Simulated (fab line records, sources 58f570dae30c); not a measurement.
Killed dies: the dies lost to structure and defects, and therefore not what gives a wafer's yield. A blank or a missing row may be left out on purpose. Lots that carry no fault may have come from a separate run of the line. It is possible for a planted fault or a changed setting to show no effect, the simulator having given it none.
What tool caused it? / flow berkeley-cmos170 / at 1 step of a route of 331, 14 lots with 42 wafers sampled

## WHAT EACH GAUGE READ, for each wafer
No reading from a measuring or inspecting step in the record can be judged against a usual standard deviation.

## EACH LOT AND THE TOOL THAT RAN IT (in order: tool; ch and the chambers of the sampled wafers; start)
lot=L723; UCB170_PWELL_IMPLANT_15=implanter-02 ch 0, day 3 14:26
lot=L722; UCB170_PWELL_IMPLANT_15=implanter-03 ch 0, day 3 14:44
lot=L724; UCB170_PWELL_IMPLANT_15=implanter-04 ch 0, day 4 02:44
lot=L727; UCB170_PWELL_IMPLANT_15=implanter-03 ch 0, day 4 07:44
lot=L726; UCB170_PWELL_IMPLANT_15=implanter-02 ch 0, day 4 07:50
lot=L731; UCB170_PWELL_IMPLANT_15=implanter-02 ch 0, day 5 14:55
lot=L733; UCB170_PWELL_IMPLANT_15=implanter-02 ch 0, day 5 19:41
lot=L735; UCB170_PWELL_IMPLANT_15=implanter-03 ch 0, day 6 04:04
lot=L736; UCB170_PWELL_IMPLANT_15=implanter-04 ch 0, day 6 14:44
lot=L739; UCB170_PWELL_IMPLANT_15=implanter-04 ch 0, day 7 01:05
lot=L738; UCB170_PWELL_IMPLANT_15=implanter-03 ch 0, day 7 01:17
lot=L740; UCB170_PWELL_IMPLANT_15=implanter-03 ch 0, day 7 10:00
lot=L742; UCB170_PWELL_IMPLANT_15=implanter-04 ch 0, day 7 23:01
lot=L743; UCB170_PWELL_IMPLANT_15=implanter-04 ch 0, day 8 11:20
- UCB170_PWELL_IMPLANT_15

## WHAT THE TOOLS THEMSELVES READ (means of the sampled wafers that have a number; where no wafer has one, the mark that the record gives instead)
UCB170_PWELL_IMPLANT_15. Usual: beam-energy-keV 60.005, standard deviation 0.02; dose-ions-cm2 5.001e+12, standard deviation 5.5e+09; faraday-current-uA 15.9, standard deviation 0.31.
lot=L723 tool=implanter-02 beam-energy-keV=60.030 dose-ions-cm2=4.999e+12 faraday-current-uA=16.1 flag=
lot=L722 tool=implanter-03 beam-energy-keV=60.044 dose-ions-cm2=4.995e+12 faraday-current-uA=16.0 flag=
lot=L724 tool=implanter-04 beam-energy-keV=59.995 dose-ions-cm2=4.997e+12 faraday-current-uA=15.9 flag=
lot=L727 tool=implanter-03 beam-energy-keV=60.010 dose-ions-cm2=4.993e+12 faraday-current-uA=15.9 flag=
lot=L726 tool=implanter-02 beam-energy-keV=60.023 dose-ions-cm2=4.996e+12 faraday-current-uA=15.9 flag=
lot=L731 tool=implanter-02 beam-energy-keV=59.157 dose-ions-cm2=5.005e+12 faraday-current-uA=16.0 flag=OFF
lot=L733 tool=implanter-02 beam-energy-keV=59.150 dose-ions-cm2=5.000e+12 faraday-current-uA=16.0 flag=OFF
lot=L735 tool=implanter-03 beam-energy-keV=59.981 dose-ions-cm2=4.999e+12 faraday-current-uA=15.6 flag=
lot=L736 tool=implanter-04 beam-energy-keV=60.005 dose-ions-cm2=4.994e+12 faraday-current-uA=15.5 flag=
lot=L739 tool=implanter-04 beam-energy-keV=60.002 dose-ions-cm2=5.001e+12 faraday-current-uA=15.9 flag=
lot=L738 tool=implanter-03 beam-energy-keV=60.005 dose-ions-cm2=4.997e+12 faraday-current-uA=15.7 flag=
lot=L740 tool=implanter-03 beam-energy-keV=59.999 dose-ions-cm2=5.006e+12 faraday-current-uA=16.0 flag=
lot=L742 tool=implanter-04 beam-energy-keV=60.021 dose-ions-cm2=5.005e+12 faraday-current-uA=15.9 flag=
lot=L743 tool=implanter-04 beam-energy-keV=60.023 dose-ions-cm2=5.005e+12 faraday-current-uA=15.7 flag=

## THE ANSWER, worked out from the rows above alone
Rule: take the mean of a lot's wafers that have a number; if it is more than 3 standard deviations from the usual mean, the lot is off. Also off: a lot with no number at a reading for which 4 or more lots have one. Where the step has rows for the other lots, those lots are counted as sound. First the gauges in route order, then the tools' own readings, where a lot's mean is used as printed above. The first step at which some lot is off is used, and at that step the reading that is off furthest; a lot without a number counts as furthest.
Off: L731, L733, at UCB170_PWELL_IMPLANT_15 (beam-energy-keV).
A tool fits if, at that step or a process step before it, it ran every lot that is off, and no sound lot after the first of them. One fits: UCB170_PWELL_IMPLANT_15 on implanter-02. A fault onset in the window from L726 (day 4 07:50, its last sound lot) to L731 (day 5 14:55, its first lot off) fits.
The tool's own readings at UCB170_PWELL_IMPLANT_15 bear it out: on the lots that are off they differ by more than 5 times the standard deviation of the sound lots' means. beam-energy-keV reads 59.153 there against 60.011 on the sound lots.

## WHAT WAS PUT IN BY THE SIMULATOR
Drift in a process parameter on implanter-02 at UCB170_PWELL_IMPLANT_15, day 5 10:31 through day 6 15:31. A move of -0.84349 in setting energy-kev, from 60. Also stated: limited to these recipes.
Struck lots among those shown: L731, L733. The rule given above showed the same thing.
